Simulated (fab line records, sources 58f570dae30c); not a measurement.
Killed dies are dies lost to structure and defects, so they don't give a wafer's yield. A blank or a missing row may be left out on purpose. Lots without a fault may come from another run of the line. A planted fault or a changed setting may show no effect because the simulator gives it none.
Which tool did it? | flow berkeley_cmos170 | 13 lots, 39 wafers sampled, at 3 steps of a route of 331

WHAT THE GAUGES READ, wafer by wafer
The record holds no reading of a measuring or inspecting step that can be judged against a usual standard deviation.

WHICH TOOL RAN EACH LOT (tool, then ch and the chambers of the sampled wafers, then the start)
lot  | UCB170_GATE_ETCH_15             | UCB170_PLDD_HMDS_00               | UCB170_PLDD_COAT_01
L314 | rie_si-02 ch 0,3, day 7 03:19   | litho_track-02 ch 0, day 7 04:10  | litho_track-02 ch 0, day 7 04:19
L316 | rie_si-02 ch 0,1,2, day 7 09:46 | litho_track-02 ch 0, day 7 10:50  | litho_track-02 ch 0, day 7 10:59
L315 | rie_si-01 ch 0,1,2, day 7 10:03 | litho_track-03 ch 0, day 7 11:17  | litho_track-03 ch 0, day 7 11:26
L320 | rie_si-02 ch 0,1,2, day 8 03:10 | litho_track-03 ch 0, day 8 03:59  | litho_track-03 ch 0, day 8 04:08
L318 | rie_si-01 ch 0,1, day 8 03:49   | litho_track-02 ch 0, day 8 04:45  | litho_track-02 ch 0, day 8 04:54
L319 | rie_si-02 ch 0,1, day 8 03:59   | litho_track-03 ch 0, day 8 05:17  | litho_track-03 ch 0, day 8 05:26
L321 | rie_si-01 ch 0,2,3, day 8 13:29 | litho_track-04 ch 0, day 8 14:19  | litho_track-04 ch 0, day 8 14:28
L325 | rie_si-02 ch 0,1,3, day 8 17:52 | litho_track-04 ch 0, day 8 18:59  | litho_track-04 ch 0, day 8 19:08
L324 | rie_si-02 ch 0,1,3, day 8 18:14 | litho_track-02 ch 0, day 8 19:03  | litho_track-02 ch 0, day 8 19:12
L322 | rie_si-01 ch 1,2, day 8 18:22   | litho_track-02 ch 0, day 8 19:29  | litho_track-02 ch 0, day 8 19:38
L329 | rie_si-01 ch 0,1, day 10 04:38  | litho_track-02 ch 0, day 10 05:41 | litho_track-02 ch 0, day 10 05:50
L330 | rie_si-02 ch 0,3, day 10 15:22  | litho_track-03 ch 0, day 10 15:49 | litho_track-03 ch 0, day 10 15:58
L336 | rie_si-01 ch 0,3, day 11 09:08  | litho_track-04 ch 0, day 11 09:47 | litho_track-04 ch 0, day 11 09:56
- UCB170_GATE_ETCH_15: etches poly-Si in HBr/Cl2, stops on SiO2, time 56.3 s, target depth 278.2 nm.
- UCB170_PLDD_HMDS_00: prime time 60 s.
- UCB170_PLDD_COAT_01: resist thk 900 nm.

WHAT THE TOOLS THEMSELVES READ (means of the sampled wafers that have a number; where no wafer has one, the mark that the record gives instead)
UCB170_GATE_ETCH_15. Usual: drypump_motor_current_A 5.7 A, standard deviation 0.4; oes_product_au 0.832 a.u., standard deviation 0.014; rf_fwd_power_W 297.0 W, standard deviation 1.3; throttle_valve_pct 26.44 %, standard deviation 0.14.
lot  | tool      | drypump_motor_current_A (A) | oes_product_au (a.u.) | rf_fwd_power_W (W) | throttle_valve_pct (%) | flag
L314 | rie_si-02 | 5.6                         | 0.831                 | 296.7              | 26.46                  |
L316 | rie_si-02 | 5.9                         | 0.837                 | 297.0              | 26.49                  |
L315 | rie_si-01 | 5.5                         | 0.822                 | 297.9              | 26.40                  |
L320 | rie_si-02 | 5.9                         | 0.836                 | 297.8              | 26.50                  |
L318 | rie_si-01 | 5.7                         | 0.835                 | 296.9              | 26.42                  |
L319 | rie_si-02 | 6.0                         | 0.833                 | 296.5              | 26.40                  |
L321 | rie_si-01 | 5.6                         | 0.822                 | 297.2              | 26.37                  |
L325 | rie_si-02 | 5.7                         | 0.829                 | 295.7              | 26.44                  |
L324 | rie_si-02 | 5.7                         | 0.824                 | 296.1              | 26.44                  |
L322 | rie_si-01 | 5.6                         | 0.824                 | 298.3              | 26.30                  |
L329 | rie_si-01 | 5.7                         | 0.833                 | 297.4              | 26.42                  |
L330 | rie_si-02 | 5.6                         | 0.830                 | 295.5              | 26.47                  |
L336 | rie_si-01 | 5.5                         | 0.811                 | 296.9              | 26.46                  |

THE ANSWER, worked out from the rows above alone
Rule: a lot is off if the mean of its wafers that have a number lies more than 3 standard deviations from the usual mean. A lot without any number at a reading at which 4 lots or more have one is off too. The other lots that the step has rows for count as sound. The gauges are gone through in route order, then the tools' own readings, and for those a lot's mean is taken as printed above. The first step at which some lot is off is used, and at that step the reading that is off furthest; a lot without a number counts as furthest.
No lot is off at any reading shown: from this, nothing can be told.

WHAT THE SIMULATOR HAD PUT IN
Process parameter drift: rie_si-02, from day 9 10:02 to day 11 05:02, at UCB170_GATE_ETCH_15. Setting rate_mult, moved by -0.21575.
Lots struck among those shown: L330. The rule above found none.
